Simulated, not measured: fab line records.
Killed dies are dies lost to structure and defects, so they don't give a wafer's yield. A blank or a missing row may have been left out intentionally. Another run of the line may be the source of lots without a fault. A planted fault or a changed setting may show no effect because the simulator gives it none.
A single fault, viewed from 2 desks ; flow rit_cmos ; each desk has only its own numbers; what lay behind them comes last

DESK OF THE TOOL OWNER: pvd_sputter-01
The tool's own readings at RIT_SILICIDE_SPUTTER_01 (material Ti, target thk 30 nm, time 240 s): means of the sampled wafers that have a number, for each lot that ran on this tool. The brackets show how far a lot's mean lies from the usual mean; more than 4 standard deviations puts the lot out of limits, marked OUT.
Columns: A = throttle_valve_pct at RIT_SILICIDE_SPUTTER_01, usual 29.9 %
lot;first seen here;A
L422;day 3 20:34;28.8
L423;day 4 03:13;29.7
L425;day 4 21:19;28.9
Result from this desk: across the 3 lots, nothing is out of limits.

THE METROLOGY DESK
What the gauges read, lot by lot, whatever tool the lot ran on: means of the sampled wafers that have a number. The brackets show how far a lot's mean lies from the usual mean; more than 4 standard deviations puts the lot out of limits, marked OUT.
Columns: A = SILICIDE_TI_RS at RIT_SILICIDE_RS_MEAS_02, usual 47.8 ohm/sq
lot;first seen here;A
L422;day 3 20:44;48.6
L423;day 4 03:23;47.3
L425;day 4 21:30;50.2
L427;day 5 18:44;48.7
L434;day 6 18:44;48.1
L435;day 6 20:47;46.4
L438;day 7 03:53;48.8
L440;day 7 07:54;47.9
L442;day 7 16:44;47.5
L443;day 7 17:50;47.2
L445;day 8 02:38;46.5
Result from this desk: across the 11 lots, nothing is out of limits.

BROUGHT TOGETHER
The tool owner's desk saw nothing out of limits.
The metrology desk saw nothing out of limits.

WHAT HAD BEEN PUT IN BY THE SIMULATOR
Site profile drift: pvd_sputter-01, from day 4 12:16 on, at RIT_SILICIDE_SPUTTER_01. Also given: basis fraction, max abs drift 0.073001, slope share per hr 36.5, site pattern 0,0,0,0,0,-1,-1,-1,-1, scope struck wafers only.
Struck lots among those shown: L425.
